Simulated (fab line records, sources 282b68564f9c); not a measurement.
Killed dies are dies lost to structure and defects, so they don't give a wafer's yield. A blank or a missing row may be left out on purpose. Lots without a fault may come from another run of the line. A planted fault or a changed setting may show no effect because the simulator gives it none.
Split-lot experiment | flow rit_cmos | 5 lots, 23 wafers read, on a route of 202 steps

THE SPLIT
At RIT_PWELL_COAT_01 (resist thk 1300 nm), the setting spin_rpm was moved away from the recipe's 2000 rpm on 9 of the 23 wafers read, by -7.2% to +4.2%. The other wafers ran this setting at the recipe's value.

FROM THE SPLIT TO THE READING: what the file shows between them, 3 steps
- RIT_PWELL_SOFTBAKE_02: time 60 s
- RIT_PWELL_EXPOSE_03: exposes mask M3, target cd 43700 nm
- RIT_PWELL_DEVELOP_05: develop time 68 s

THE READING
NOVOLAK_of_PWELL_COAT_01.thk_nm (the simulator's own value, which no gauge read), in nm, at RIT_PWELL_HARDBAKE_07 (time 120 s). The file gives no usual value for it. The 14 wafers here that ran the recipe average 1136 nm, standard deviation 3.5 nm.

wafer  | tool, chamber at the split | spin_rpm as run, rpm | against the recipe | NOVOLAK_of_PWELL_COAT_01.thk_nm, nm | against lot-mates on the recipe
L075.1 | litho_track-03, 0          | 2000                 | recipe             | 1138                                | -
L075.2 | litho_track-03, 0          | 2000                 | recipe             | 1140                                | -
L075.3 | litho_track-03, 0          | 1939                 | -3.0%              | 1156                                | +17
L075.4 | litho_track-03, 0          | 1939                 | -3.0%              | 1161                                | +22
L075.6 | litho_track-03, 0          | 1939                 | -3.0%              | 1160                                | +21
L076.2 | litho_track-03, 0          | 2000                 | recipe             | 1138                                | -
L076.3 | litho_track-03, 0          | 1891                 | -5.4%              | 1170                                | +32
L076.5 | litho_track-03, 0          | 1891                 | -5.4%              | 1170                                | +32
L076.4 | litho_track-03, 0          | 2000                 | recipe             | 1136                                | -
L076.6 | litho_track-03, 0          | 2000                 | recipe             | 1139                                | -
L078.1 | litho_track-02, 0          | 2000                 | recipe             | 1138                                | -
L078.2 | litho_track-02, 0          | 2000                 | recipe             | 1138                                | -
L078.3 | litho_track-02, 0          | 1857                 | -7.2%              | 1183                                | +45
L078.4 | litho_track-02, 0          | 2000                 | recipe             | 1139                                | -
L078.6 | litho_track-02, 0          | 1857                 | -7.2%              | 1181                                | +43
L083.1 | litho_track-02, 0          | 2085                 | +4.2%              | 1113                                | -23
L083.3 | litho_track-02, 0          | 2085                 | +4.2%              | 1112                                | -24
L083.4 | litho_track-02, 0          | 2000                 | recipe             | 1135                                | -
L083.5 | litho_track-02, 0          | 2000                 | recipe             | 1138                                | -
L083.6 | litho_track-02, 0          | 2000                 | recipe             | 1136                                | -
L085.2 | litho_track-03, 0          | 2000                 | recipe             | 1129                                | -
L085.5 | litho_track-03, 0          | 2000                 | recipe             | 1130                                | -
L085.6 | litho_track-03, 0          | 2000                 | recipe             | 1130                                | -

THE FIT
A straight line over all 23 wafers: NOVOLAK_of_PWELL_COAT_01.thk_nm changes by -6.28 nm for each +1% of spin_rpm; r = -0.98; the points scatter about the line by 3.4 nm.
The same after taking each lot's own level away (the mean of its wafers on the recipe; 23 wafers): -5.99 nm for each +1%; r = -1.00; scatter 1.4 nm.
On that fit, the largest move of spin_rpm shifts the reading by 43 nm.
The lots' own levels span 1129.7 to 1139.0 nm, that is 2.6 times the standard deviation above.
So the lot-to-lot level changes the slope little: the two slopes agree.
Check: with one of the wafers moved furthest among these (-7.2%) left out of the fit, the line predicts +42.8 nm for it against its lot-mates. It came out at +44.7 nm against them.

OTHER SPLITS ON THESE WAFERS
These wafers also went through other splits before the reading. Each is held against what the fit with the lots' levels taken away leaves over:
other split on the same wafers | wafers away from the commonest value | r with NOVOLAK_of_PWELL_COAT_01.thk_nm (lot level and that fit taken away)
RIT_ACTIVE_COAT_06 spin_rpm    | 8                                    | +0.13

THE WHOLE CHAIN: every reading that the file lists as answering this split, in the file's order
step                  | what it does       | reading                                                                          | change (the file's fit)              | r (the file's)
RIT_PWELL_COAT_01     | resist thk 1300 nm | NOVOLAK_of_PWELL_COAT_01.thk_nm (the simulator's own value, which no gauge read) | -6.98 nm for each +1% of the setting | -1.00
RIT_PWELL_HARDBAKE_07 | time 120 s         | NOVOLAK_of_PWELL_COAT_01.thk_nm (the simulator's own value, which no gauge read) | -6.01 nm for each +1% of the setting | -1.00

THE FILE'S OWN FIT
NOVOLAK_of_PWELL_COAT_01.thk_nm changes by -6.01 nm for each +1% of spin_rpm, r = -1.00.
